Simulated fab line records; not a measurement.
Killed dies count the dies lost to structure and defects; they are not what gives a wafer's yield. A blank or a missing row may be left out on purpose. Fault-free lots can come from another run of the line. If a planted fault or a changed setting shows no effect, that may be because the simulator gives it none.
The tool behind it: which one? | flow rit_cmos | 42 wafers from 14 lots sampled at 3 of the route's 202 steps

== WHAT EACH GAUGE READ, for each wafer ==
RIT_ACTIVE_CD_MEAS_11 targets a cd of 1400 nm. Usual: cd_nm reads 1400.6 nm (standard deviation 2.2).
lot  | measured    | on        | cd_nm (nm)           | flag
L770 | day 1 14:29 | cd_sem-01 | 1402.6 1402.9 1402.4 |
L771 | day 1 19:35 | cd_sem-01 | 1401.6 1402.7 1403.5 |
L775 | day 2 16:30 | cd_sem-01 | 1396.8 1396.3 1396.7 |
L777 | day 3 01:34 | cd_sem-01 | 1397.3 1398.7 1395.2 |
L781 | day 3 21:28 | cd_sem-02 | 1403.1 1403.5 1403.5 |
L782 | day 4 03:01 | cd_sem-01 | 1398.1 1399.3 1399.0 |
L784 | day 4 12:36 | cd_sem-01 | 1398.8 1400.7 1397.4 |
L785 | day 4 17:29 | cd_sem-02 | 1399.7 1399.5 1399.8 |
L786 | day 4 23:13 | cd_sem-02 | 1400.5 1401.3 1401.1 |
L787 | day 5 05:26 | cd_sem-02 | 1401.9 1401.9 1404.5 |
L789 | day 5 13:35 | cd_sem-02 | 1397.6 1399.5 1396.4 |
L791 | day 5 23:40 | cd_sem-01 | 1400.9 1400.2 1401.6 |
L792 | day 6 04:35 | cd_sem-02 | 1395.6 1394.4 1395.6 |
L793 | day 6 10:58 | cd_sem-02 | 1399.9 1400.4 1399.8 |

RIT_ACTIVE_CD_MEAS_90 targets a cd of 1400 nm. Usual: cd_nm reads 1400.6 nm (standard deviation 2.2).
lot  | measured    | on        | cd_nm (nm)           | flag
L770 | day 1 15:04 | cd_sem-01 | 1402.6 1403.1 1402.6 |
L771 | day 1 20:10 | cd_sem-01 | 1402.0 1402.4 1403.6 |
L775 | day 2 17:05 | cd_sem-01 | 1396.3 1396.1 1396.7 |
L777 | day 3 02:21 | cd_sem-01 | 1397.2 1398.6 1395.8 |
L781 | day 3 22:02 | cd_sem-02 | 1403.0 1403.4 1403.6 |
L782 | day 4 03:41 | cd_sem-01 | 1398.1 1399.1 1399.2 |
L784 | day 4 13:11 | cd_sem-02 | 1398.3 1400.6 1398.1 |
L785 | day 4 18:04 | cd_sem-01 | 1399.7 1400.2 1400.0 |
L786 | day 4 23:47 | cd_sem-02 | 1401.1 1401.6 1401.3 |
L787 | day 5 06:01 | cd_sem-01 | 1401.8 1401.7 1404.7 |
L789 | day 5 14:29 | cd_sem-01 | 1397.5 1400.1 1396.6 |
L791 | day 6 00:14 | cd_sem-02 | 1401.1 1400.4 1401.5 |
L792 | day 6 05:21 | cd_sem-02 | 1395.8 1394.4 1395.6 |
L793 | day 6 11:33 | cd_sem-02 | 1400.2 1400.4 1399.6 |

== WHAT TOOL EACH LOT RAN ON (gives the tool, then ch and the chambers of the sampled wafers, and finally the start) ==
lot  | RIT_ACTIVE_EXPOSE_08
L770 | iline_stepper-01 ch 0, day 1 14:05
L771 | iline_stepper-02 ch 0, day 1 19:11
L775 | iline_stepper-01 ch 0, day 2 15:10
L777 | iline_stepper-01 ch 0, day 3 01:10
L781 | iline_stepper-02 ch 0, day 3 21:04
L782 | iline_stepper-02 ch 0, day 4 02:37
L784 | iline_stepper-02 ch 0, day 4 12:12
L785 | iline_stepper-02 ch 0, day 4 17:05
L786 | iline_stepper-02 ch 0, day 4 22:49
L787 | iline_stepper-02 ch 0, day 5 05:02
L789 | iline_stepper-02 ch 0, day 5 13:11
L791 | iline_stepper-02 ch 0, day 5 23:16
L792 | iline_stepper-02 ch 0, day 6 04:06
L793 | iline_stepper-02 ch 0, day 6 10:29
- RIT_ACTIVE_EXPOSE_08: exposes mask M1, target cd 1400 nm.

== AS READ BY THE TOOLS THEMSELVES (means over the sampled wafers that have a number; for cases with no such wafer, the mark the record gives instead) ==
RIT_ACTIVE_EXPOSE_08. Usual: exposure_dose_mJ_cm2 reads 224.93 (standard deviation 0.25).
lot  | tool             | exposure_dose_mJ_cm2 | flag
L770 | iline_stepper-01 | 225.10               |
L771 | iline_stepper-02 | 225.05               |
L775 | iline_stepper-01 | 228.16               | OFF
L777 | iline_stepper-01 | 227.75               | OFF
L781 | iline_stepper-02 | 224.96               |
L782 | iline_stepper-02 | 224.76               |
L784 | iline_stepper-02 | 224.78               |
L785 | iline_stepper-02 | 225.00               |
L786 | iline_stepper-02 | 225.05               |
L787 | iline_stepper-02 | 224.54               |
L789 | iline_stepper-02 | 224.34               |
L791 | iline_stepper-02 | 224.98               |
L792 | iline_stepper-02 | 224.76               |
L793 | iline_stepper-02 | 224.71               |

== THE ANSWER, worked out from the rows above alone ==
Rule: take the mean of a lot's wafers that have a number; if it is more than 3 standard deviations from the usual mean, the lot is off. Also off: a lot with no number at a reading for which 4 or more lots have one. Where the step has rows for the other lots, those lots are counted as sound. After the gauges, taken in route order, come the tools' own readings; for these a lot's mean is taken, as printed above. The first step at which some lot is off is used, and at that step the reading that is off furthest; a lot without a number counts as furthest.
Off: L775, L777 (RIT_ACTIVE_EXPOSE_08, exposure_dose_mJ_cm2).
A tool fits if, at that step or a process step before it, it ran every lot that is off, and no sound lot after the first of them. One fits: RIT_ACTIVE_EXPOSE_08 on iline_stepper-01. A fault onset in the window from L770 (day 1 14:05, its last sound lot) to L775 (day 2 15:10, its first lot off) fits.
The tool's own readings at RIT_ACTIVE_EXPOSE_08 bear it out: on the lots that are off they differ by more than 5 times the standard deviation of the sound lots' means. exposure_dose_mJ_cm2 reads 227.95 there against 224.84 on the sound lots.

== WHAT THE SIMULATOR PUT IN ==
Process parameter drift: iline_stepper-01, from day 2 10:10 on, at RIT_ACTIVE_EXPOSE_08. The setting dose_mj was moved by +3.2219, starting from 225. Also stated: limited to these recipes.
Struck lots among those shown: L775, L777. The rule above found the same.
